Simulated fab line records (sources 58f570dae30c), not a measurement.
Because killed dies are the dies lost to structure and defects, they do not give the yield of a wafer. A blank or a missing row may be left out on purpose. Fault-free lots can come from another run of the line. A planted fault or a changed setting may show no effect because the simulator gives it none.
Code-filled problem report in 8D (eight disciplines) form -- flow berkeley-cmos170 -- the parts of the form that need people (team, actions taken, sign-off) are left out

## 1. THE PROBLEM
Across 6 wafers from 2 lots, NSD_TW at UCB170_NSD_TW_MEAS_10 averages 4445, while fault-free wafers read 4227 with a standard deviation of 37. That puts it +5.9 standard deviations away from the usual mean.
Earliest sighting: wafer L624.3 on film-metro-01 at day 9 09:22. At this step, 42 wafers from 14 lots have a number in the record. Rule for "out" (also "out of limits"): further than 4 standard deviations from the usual mean. All remaining wafers that have a number are taken as sound.

## 2. WHAT IT IS, AND WHAT IT ISN'T
question,is,is not
which readings at this step,NSD_TW,-
which lots,"L624, L627","L611, L612, L614, L616, L617, L618, L620, L621, L622, L626, L630, L633"
which wafers of those lots,all that have a number,-
read on which gauges,film-metro-01,"film-metro-02, film-metro-03"
when,from day 9 09:22,"up to then (27 sound wafers); but 9 sound wafers of L626, L630, L633 came after"

## 3. WHAT RULES OUT EACH SUSPECT
Counting: any tool at a process step up to the reading is kept as a suspect provided that every lot that is out went through it and no sound lot did after the first of them.
- ruled out: the gauge at UCB170_NSD_TW_MEAS_10. All the wafers that are out were read on film-metro-01, but those of them that UCB170_NSD_IMPLANT_08 has rows for are out there too, on other tools.
- plasma-asher-03 at UCB170_NLDD_STRIP_10 (strips in O2): kept. All lots that are out passed through it, beginning with L624 at day 8 22:07, and no sound lot followed; its final sound lot before that point was L621 at day 8 00:41.
- implanter-03 at UCB170_NSD_IMPLANT_08: kept. All lots that are out passed through it, beginning with L624 at day 9 09:08, and no sound lot followed; its final sound lot before that point was L620 at day 8 08:38. On those wafers its own readings are out: beam-on-s, dose-ions-cm2, faraday-current-uA.
- plasma-asher-01 at UCB170_NSD_STRIP_09 (strips in O2): kept. All lots that are out passed through it, beginning with L624 at day 9 09:17, and no sound lot followed; its final sound lot before that point was L616 at day 7 21:56. On those wafers its own readings are out: oes-product-au, strip-time-to-endpoint-s.
Still standing after the count: plasma-asher-03 at UCB170_NLDD_STRIP_10, implanter-03 at UCB170_NSD_IMPLANT_08, plasma-asher-01 at UCB170_NSD_STRIP_09.

## 4. THE CAUSE (what the simulator had put in)
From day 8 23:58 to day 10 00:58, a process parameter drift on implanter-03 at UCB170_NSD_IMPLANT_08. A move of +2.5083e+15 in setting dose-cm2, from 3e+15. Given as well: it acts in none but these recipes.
Counting left 3 suspects, and this tool is among them.

## 5. THE CHAIN OF EFFECTS, in route order
Rows list readings where the struck wafers' mean (over those with a number) sits beyond 3 standard deviations from the usual. Only readings for which the record gives a usual standard deviation are gone through. hours: the time from each lot's start at the first step in this table that gives one to its start at this step, as a median over the lots. sigmas: the change in usual standard deviations.
hours,step,reading,usual,on struck wafers,change,sigmas
0,UCB170_NSD_IMPLANT_08,beam-on-s,10.02 s,14.89,+4.87,+27
0,UCB170_NSD_IMPLANT_08,dose-ions-cm2,2.9998e+15,5.5078e+15,+2.5080e+15,+99 or more
0,UCB170_NSD_IMPLANT_08,faraday-current-uA,9236,11392,+2156,+13
0,UCB170_NSD_STRIP_09,oes-product-au,0.534 a.u.,0.491,-0.043,-9.4
0,UCB170_NSD_STRIP_09,strip-time-to-endpoint-s,35.82 s,41.90,+6.08,+95
0,UCB170_NSD_TW_MEAS_10,NSD_TW,4227,4445,+218,+5.9
2,UCB170_SDANNEAL_RS_MEAS_03,NSD_RS,37.30 ohm/sq,30.62,-6.68,-68
Process steps it contains:
- UCB170_NSD_IMPLANT_08
- UCB170_NSD_STRIP_09: strips in O2.

## 6. HOW IT WOULD HAVE BEEN CAUGHT EARLIER
The first out-of-limits reading at a measuring or inspecting step in this record came at day 9 09:22, 9 hours after the fault's start at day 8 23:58.
Tool's own readings at UCB170_NSD_IMPLANT_08, beam-on-s, dose-ions-cm2, faraday-current-uA: out on all struck wafers the step has rows for; an alarm limit on them would have tripped on the first.
Lots out: 2; of these, L627 started UCB170_NSD_IMPLANT_08 on implanter-03 after day 9 09:22. Had the tool been put on hold then, it would have been spared.
